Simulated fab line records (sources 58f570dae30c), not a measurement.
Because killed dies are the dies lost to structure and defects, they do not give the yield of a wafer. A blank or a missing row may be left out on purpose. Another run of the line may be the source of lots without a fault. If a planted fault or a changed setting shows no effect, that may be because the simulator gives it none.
fab line records | flow berkeleyCmos170
record: lots: 14 wafers: 42 lastDay: 12
route steps=331 shown NLDD@168 SDANNEAL@204 M3@310
lots that met no fault: from a run of the same line without faults
startH: the number of hours between the record's first day and the start of the first shown wafer of the lot | waitH: hours from the lot's prior step to this one | " as in the row above | L1.1+2: several wafers, shown together as one row | - no value, or no start given | * or withheld: withheld | < > ~ a bound
route shown NAME@n: a module of which the file shows steps, and the number in the route of the first | usual: the fault-free wafers' mean and standard deviation | same: alike in all rows | chamber/n: place in a boat | sites: the reading at each site | _std_site: the values' standard deviation | _edge_site: mean of outer sites minus mean of inner sites | radiusMm: how far each site lies from the wafer's centre | mask NAME#n: copy n | behind: the tool/chamber that last shaped the wafer | hold: what put the lot on hold/how long, in hours/how the hold closed | device: the n, p or np transistor that did not switch | end of line: the tests these same wafers got at the end of their route | a step with no rows: only its recipe | killed: dies that structure and defects cost at the first sort, which is not the same as the wafer's yield | map: shows each die of a wafer: x if killed, . if not, _ if none is there
set.NAME: the setting the step ran with; set.NAME@STEP: the setting that earlier step ran with | model.NAME: the simulator's own value behind a step, which no gauge read
the route's steps for a sample of lots (tables are steps, rows are wafers)
services: from which hour (startH, from the record's first day; less than 0 if before it) a tool's chamber was out of use, for how many hours, and why
== steps ==
step: UCB170_NLDD_STRIP_10
recipe: chemistry: O2 powerW: 400 pressureMtorr: 3500 platenTempC: withheld o2FlowSccm: 400 overashFraction: 0.5
usual: drypumpMotorCurrentA: 5.8/0.42 oesProductAu: 0.735/0.0047 stripTimeToEndpointS: 21.65/0.077
columns lot.wafer tool chamber startH waitH drypumpMotorCurrentA oesProductAu rfHoursCounterH stripTimeToEndpointS
L199.1 plasmaAsher-01 0 132.49 0.1 6.5 0.732 43 21.64
L199.3 " 1 " " 5.5 0.735 - 21.68
L199.6 " 1 " " 5.5 0.724 - 21.63
L200.3 plasmaAsher-01 1 133.01 0.1 5.5 0.735 - 21.65
L200.5 " 1 " " 5.5 0.733 - 21.60
L200.6 " 0 " " 6.5 0.734 - 21.63
L204.2 plasmaAsher-03 1 155.94 0.1 5.3 0.730 47 21.66
L204.3 " 0 " " 5.4 0.732 - 21.65
L204.4 " 1 " " 5.4 0.734 - 21.67
L205.3 plasmaAsher-02 1 156.10 0.1 6.1 0.729 - 21.68
L205.4 " 0 " " 5.7 0.728 - 21.69
L205.5 " 0 " " 5.7 0.733 - 21.71
L203.2 plasmaAsher-03 1 156.24 0.1 5.4 0.731 47 21.71
L203.4 " 1 " " 5.4 0.737 - 21.67
L203.5 " 0 " " 5.5 0.744 - 21.74
L207.3 plasmaAsher-02 1 159.68 0.1 6.1 0.738 - 21.70
L207.4 " 0 " " 5.7 0.734 - 21.69
L207.6 " 0 " " 5.7 0.733 - 21.73
L206.1 plasmaAsher-01 1 159.85 0.1 5.5 0.733 47 21.60
L206.3 " 1 " " 5.5 0.729 - 21.63
L206.6 " 0 " " 6.5 0.736 - 21.64
L211.3 plasmaAsher-01 0 190.13 0.1 6.5 0.732 - 21.69
L211.5 " 1 " " 5.5 0.731 - 21.77
L211.6 " 0 " " 6.5 0.732 - 21.66
L214.3 plasmaAsher-01 0 209.25 0.1 6.5 0.740 - 21.53
L214.5 " 1 " " 5.5 0.732 - 21.55
L214.6 " 0 " " 6.5 0.745 - 21.56
L216.3 plasmaAsher-03 1 209.43 0.1 5.4 0.739 - 21.68
L216.4 " 0 " " 5.4 0.738 - 21.73
L216.6 " 1 " " 5.3 0.733 - 21.70
L215.1 plasmaAsher-02 1 209.49 0.1 6.1 0.724 43 21.60
L215.4 " 0 " " 5.7 0.731 - 21.56
L215.5 " 0 " " 5.7 0.738 - 21.62
L217.1 plasmaAsher-02 1 219.88 0.1 6.1 0.733 44 21.69
L217.3 " 1 " " 6.1 0.734 - 21.68
L217.4 " 0 " " 5.7 0.729 - 21.72
L218.4 plasmaAsher-03 1 245.50 0.1 5.4 0.731 - 21.68
L218.5 " 1 " " 5.4 0.731 - 21.73
L218.6 " 0 " " 5.4 0.732 - 21.70
L220.3 plasmaAsher-01 1 250.19 0.1 5.5 0.737 - 21.70
L220.4 " 0 " " 6.5 0.731 - 21.77
L220.5 " 0 " " 6.5 0.737 - 21.71
step: UCB170_SDANNEAL_RTA_00
recipe: tempC: 900 timeS: 10 ambient: N2
usual: lampPowerPct: 24.94/0.2 wafer_temp_C_max: 903.6/0.73
columns lot.wafer tool chamber startH waitH lampPowerPct wafer_temp_C_max
L199.1 rtpAnneal-02 0 144.32 0.0 24.72 904.2
L199.3 " 0 " " 24.75 903.6
L199.6 " 0 " " 24.75 901.9
L200.3 rtpAnneal-01 0 144.99 0.0 25.17 904.2
L200.5 " 0 " " 25.12 904.4
L200.6 " 0 " " 25.11 903.0
L204.2 rtpAnneal-02 0 167.61 0.0 24.76 904.4
L204.3 " 0 " " 24.74 904.3
L204.4 " 0 " " 24.75 903.6
L205.3 rtpAnneal-01 0 167.79 0.0 25.16 904.0
L205.4 " 0 " " 25.16 904.1
L205.5 " 0 " " 25.12 902.9
L203.2 rtpAnneal-02 0 167.90 0.0 24.76 903.3
L203.4 " 0 " " 24.75 904.1
L203.5 " 0 " " 24.77 904.6
L207.3 rtpAnneal-01 0 169.19 0.0 25.13 902.8
L207.4 " 0 " " 25.16 903.4
L207.6 " 0 " " 25.15 902.1
L206.1 rtpAnneal-02 0 169.36 0.0 24.76 903.2
L206.3 " 0 " " 24.75 904.2
L206.6 " 0 " " 24.75 902.7
L211.3 rtpAnneal-02 0 201.45 0.0 24.76 904.6
L211.5 " 0 " " 24.75 903.3
L211.6 " 0 " " 24.77 904.0
L214.3 rtpAnneal-02 0 220.22 0.0 24.71 903.4
L214.5 " 0 " " 24.74 903.9
L214.6 " 0 " " 24.73 903.5
L216.3 rtpAnneal-01 0 220.47 0.0 25.16 902.5
L216.4 " 0 " " 25.11 903.4
L216.6 " 0 " " 25.19 903.4
L215.1 rtpAnneal-02 0 220.66 0.0 24.75 903.1
L215.4 " 0 " " 24.73 904.2
L215.5 " 0 " " 24.75 904.4
L217.1 rtpAnneal-01 0 235.23 0.0 25.14 903.9
L217.3 " 0 " " 25.14 903.9
L217.4 " 0 " " 25.12 903.4
L218.4 rtpAnneal-01 0 257.44 0.0 25.13 903.1
L218.5 " 0 " " 25.12 902.7
L218.6 " 0 " " 25.12 903.1
L220.3 rtpAnneal-02 0 265.28 0.0 24.78 904.1
L220.4 " 0 " " 24.73 903.5
L220.5 " 0 " " 24.75 905.0
step: UCB170_M3_SPUTTER_01
recipe: material: Al targetThkNm: 900 timeS: 120 powerW: 6000 chamberPressurePa: 0.5
usual: cathodeDcPowerW: 6000.0/1.1 throttleValvePct: 30.3/0.77
columns lot.wafer tool chamber startH waitH cathodeDcPowerW throttleValvePct
L199.1 pvdSputter-01 - 164.95 0.0 6000.9 31.3
L199.3 " - " " 6001.4 30.3
L199.6 " - " " 5999.6 29.2
L200.3 pvdSputter-02 - 166.15 0.0 6000.1 29.7
L200.5 " - " " 5999.1 31.0
L200.6 " - " " 5999.9 31.8
L204.2 pvdSputter-01 - 192.04 0.0 6000.0 29.9
L204.3 " - " " 6001.3 30.5
L204.4 " - " " 5998.5 29.3
L207.3 pvdSputter-03 - 192.32 0.0 6000.3 30.4
L207.4 " - " " 6000.3 29.4
L207.6 " - " " 6001.4 29.2
L206.1 pvdSputter-02 - 192.57 0.0 5999.3 31.0
L206.3 " - " " 6000.9 31.7
L206.6 " - " " 6000.5 31.9
L205.3 pvdSputter-01 - 192.73 0.0 6001.2 31.5
L205.4 " - " " 6001.9 29.6
L205.5 " - " " 6000.9 29.9
L203.2 pvdSputter-03 - 192.98 0.0 5998.8 30.5
L203.4 " - " " 5999.2 29.3
L203.5 " - " " 5999.5 30.7
L211.3 pvdSputter-02 - 230.69 0.0 5705.2 31.2
L211.5 " - " " 5705.3 29.5
L211.6 " - " " 5704.2 31.7
L214.3 pvdSputter-01 - 241.33 0.0 6001.2 29.2
L214.5 " - " " 5998.4 29.4
L214.6 " - " " 6001.9 30.7
L215.1 pvdSputter-02 - 245.91 0.0 5705.3 29.7
L215.4 " - " " 5704.6 31.9
L215.5 " - " " 5703.5 32.0
L216.3 pvdSputter-01 - 246.19 0.0 5999.7 30.8
L216.4 " - " " 5998.2 30.6
L216.6 " - " " 5999.4 30.3
L217.1 pvdSputter-03 - 258.37 0.0 5999.7 29.2
L217.3 " - " " 6001.4 30.0
L217.4 " - " " 6000.0 30.5
L218.4 pvdSputter-03 - 282.08 0.0 6000.7 29.7
L218.5 " - " " 5999.7 29.6
L218.6 " - " " 5999.5 30.1
L220.3 pvdSputter-03 - 287.02 0.0 6000.0 30.6
L220.4 " - " " 5999.7 29.2
L220.5 " - " " 5998.6 30.1
step: UCB170_M3_RS_MEAS_02
recipe: thkMeasGauge: four-point-probe reads: Al_of_M3_SPUTTER_01
usual: M3_AL_RS: 0.0323/0.00035
columns lot.wafer tool chamber startH waitH M3_AL_RS[ohm/sq]
L199.1 filmMetro-01 - 165.03 0.0 0.0318
L199.3 " - " " 0.0321
L199.6 " - " " 0.0321
L200.3 filmMetro-02 - 166.27 0.1 0.0319
L200.5 " - " " 0.0323
L200.6 " - " " 0.0325
L204.2 filmMetro-02 - 192.15 0.1 0.0333
L204.3 " - " " 0.0328
L204.4 " - " " 0.0329
L207.3 filmMetro-04 - 192.44 0.1 0.0323
L207.4 " - " " 0.0324
L207.6 " - " " 0.0323
L206.1 filmMetro-02 - 192.65 0.0 0.0326
L206.3 " - " " 0.0324
L206.6 " - " " 0.0326
L205.3 filmMetro-01 - 192.86 0.1 0.0319
L205.4 " - " " 0.0322
L205.5 " - " " 0.0325
L203.2 filmMetro-01 - 193.08 0.1 0.0324
L203.4 " - " " 0.0326
L203.5 " - " " 0.0324
L211.3 filmMetro-01 - 230.81 0.1 0.0346
L211.5 " - " " 0.0335
L211.6 " - " " 0.0348
L214.3 filmMetro-04 - 241.46 0.1 0.0326
L214.5 " - " " 0.0324
L214.6 " - " " 0.0326
L215.1 filmMetro-04 - 245.99 0.0 0.0338
L215.4 " - " " 0.0341
L215.5 " - " " 0.0343
L216.3 filmMetro-04 - 246.31 0.1 0.0320
L216.4 " - " " 0.0325
L216.6 " - " " 0.0323
L217.1 filmMetro-02 - 258.45 0.0 0.0327
L217.3 " - " " 0.0323
L217.4 " - " " 0.0324
L218.4 filmMetro-04 - 282.22 0.1 0.0325
L218.5 " - " " 0.0327
L218.6 " - " " 0.0325
L220.3 filmMetro-04 - 287.14 0.1 0.0325
L220.4 " - " " 0.0325
L220.5 " - " " 0.0325
step: UCB170_M3_THK_MEAS_03
recipe: thkMeasGauge: xrf reads: Al_of_M3_SPUTTER_01
usual: M3_AL_THK: 890/9.9
columns lot.wafer tool chamber startH waitH M3_AL_THK[nm]
L199.1 filmMetro-01 - 165.15 0.1 902
L199.3 " - " " 894
L199.6 " - " " 894
L200.3 filmMetro-02 - 166.37 0.1 909
L200.5 " - " " 892
L200.6 " - " " 886
L204.2 filmMetro-02 - 192.26 0.1 865
L204.3 " - " " 874
L204.4 " - " " 877
L207.3 filmMetro-04 - 192.54 0.1 892
L207.4 " - " " 900
L207.6 " - " " 893
L206.1 filmMetro-02 - 192.77 0.1 885
L206.3 " - " " 894
L206.6 " - " " 887
L205.3 filmMetro-01 - 192.96 0.1 900
L205.4 " - " " 890
L205.5 " - " " 882
L203.2 filmMetro-01 - 193.19 0.1 892
L203.4 " - " " 882
L203.5 " - " " 886
L211.3 filmMetro-01 - 230.91 0.1 833
L211.5 " - " " 860
L211.6 " - " " 830
L214.3 filmMetro-04 - 241.56 0.1 884
L214.5 " - " " 891
L214.6 " - " " 881
L215.1 filmMetro-04 - 246.11 0.1 849
L215.4 " - " " 846
L215.5 " - " " 838
L216.3 filmMetro-04 - 246.41 0.1 895
L216.4 " - " " 880
L216.6 " - " " 889
L217.1 filmMetro-02 - 258.57 0.1 873
L217.3 " - " " 886
L217.4 " - " " 885
L218.4 filmMetro-04 - 282.31 0.1 884
L218.5 " - " " 880
L218.6 " - " " 884
L220.3 filmMetro-04 - 287.24 0.1 888
L220.4 " - " " 883
L220.5 " - " " 878
step: UCB170_M3_PEB_13
recipe: pebTempC: 130 pebTimeS: withheld resist: KrF
usual: plateSensorTCentreC: 131.41/0.011 plateSensorTEdgeC: 131.53/0.0097
columns lot.wafer tool chamber startH waitH plateSensorTCentreC plateSensorTEdgeC
L199.1 lithoTrack-03 0 167.32 0.3 131.41 131.53
L199.3 " 0 " " 131.4 131.53
L199.6 " 0 " " 131.42 131.52
L200.3 lithoTrack-02 0 168.21 0.1 131.42 131.53
L200.5 " 0 " " 131.42 131.53
L200.6 " 0 " " 131.43 131.53
L204.2 lithoTrack-03 0 193.75 0.1 131.4 131.53
L204.3 " 0 " " 131.4 131.53
L204.4 " 0 " " 131.44 131.52
L207.3 lithoTrack-02 0 194.40 0.3 131.4 131.52
L207.4 " 0 " " 131.41 131.51
L207.6 " 0 " " 131.4 131.52
L206.1 lithoTrack-03 0 194.46 0.2 131.4 131.54
L206.3 " 0 " " 131.41 131.53
L206.6 " 0 " " 131.39 131.53
L205.3 lithoTrack-04 0 194.67 0.1 131.4 131.53
L205.4 " 0 " " 131.42 131.53
L205.5 " 0 " " 131.4 131.53
L203.2 lithoTrack-02 0 194.89 0.1 131.41 131.54
L203.4 " 0 " " 131.41 131.54
L203.5 " 0 " " 131.42 131.53
L211.3 lithoTrack-02 0 233.32 0.4 131.39 131.53
L211.5 " 0 " " 131.42 131.53
L211.6 " 0 " " 131.42 131.53
L214.3 lithoTrack-02 0 243.40 0.3 131.41 131.51
L214.5 " 0 " " 131.4 131.55
L214.6 " 0 " " 131.41 131.53
L215.1 lithoTrack-02 0 247.48 0.1 131.42 131.51
L215.4 " 0 " " 131.42 131.53
L215.5 " 0 " " 131.41 131.54
L216.3 lithoTrack-04 0 247.96 0.1 131.41 131.54
L216.4 " 0 " " 131.42 131.54
L216.6 " 0 " " 131.41 131.53
L217.1 lithoTrack-02 0 260.12 0.1 131.42 131.51
L217.3 " 0 " " 131.41 131.52
L217.4 " 0 " " 131.42 131.54
L218.4 lithoTrack-03 0 283.92 0.1 131.41 131.53
L218.5 " 0 " " 131.42 131.53
L218.6 " 0 " " 131.41 131.52
L220.3 lithoTrack-04 0 289.44 0.3 131.41 131.53
L220.4 " 0 " " 131.41 131.51
L220.5 " 0 " " 131.41 131.51
== services ==
columns tool chamber startH hours kind
pvdSputter-03 - 126.87 1.7 repair
pvdSputter-01 - 176.59 3.7 repair
pvdSputter-03 - 177.37 2.7 repair
pvdSputter-03 - 197.37 6.7 repair
pvdSputter-01 3 204.91 - consumableReplace:kit
pvdSputter-01 3 204.91 18.0 scheduledDown
pvdSputter-01 3 204.91 18.0 ventCycle
pvdSputter-02 - 214.47 1.2 repair
plasmaAsher-03 - 214.55 2.8 pm
pvdSputter-03 - 217.92 3.4 repair
plasmaAsher-03 - 218.17 2.3 repair
pvdSputter-03 - 221.34 13.8 repair
pvdSputter-01 - 275.71 4.3 repair
plasmaAsher-02 - 281.02 3.2 repair
rtpAnneal-02 - 283.37 3.3 pm
== key ==
firstSign: step: UCB170_M3_SPUTTER_01 reading: cathodeDcPowerW direction: down sigmas: 99+ usual: 6000.0 struck: 5704.7
effect: step: UCB170_M3_RS_MEAS_02 reading: M3_AL_RS direction: up sigmas: 5.3 usual: 0.0323 struck: 0.0342
effect: step: UCB170_M3_THK_MEAS_03 reading: M3_AL_THK direction: down sigmas: 4.8 usual: 890 struck: 842
metAt UCB170_M3_SPUTTER_01
struckLots L211,L215
testerLeftOut L211
notActingAt UCB170_NLDD_STRIP_10,UCB170_SDANNEAL_RTA_00,UCB170_M3_PEB_13
onsetBetween 192.57 230.69
earlierFault: kind: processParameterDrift tool: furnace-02 chamber: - onsetH: 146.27 steps: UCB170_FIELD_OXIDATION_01 channel: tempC offset: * shape: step endH: 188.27 actsIn: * stated: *
earlierFault: kind: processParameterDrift tool: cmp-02 chamber: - onsetH: 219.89 steps: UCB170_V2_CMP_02 channel: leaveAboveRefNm offset: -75 shape: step actsIn: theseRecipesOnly stated: 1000
fault: kind: processParameterDrift tool: pvdSputter-02 chamber: - onsetH: 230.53 steps: UCB170_M3_SPUTTER_01 channel: powerW offset: -294.9 shape: step actsIn: theseRecipesOnly stated: 6000
testerLeftOut: of these lots the tester's yield and bins aren't shown, on N5 and GAA mostly nor the transistor test; their killed dies are dies lost to structure and defects alone, not to doping, threshold or leakage, so they don't give the yield
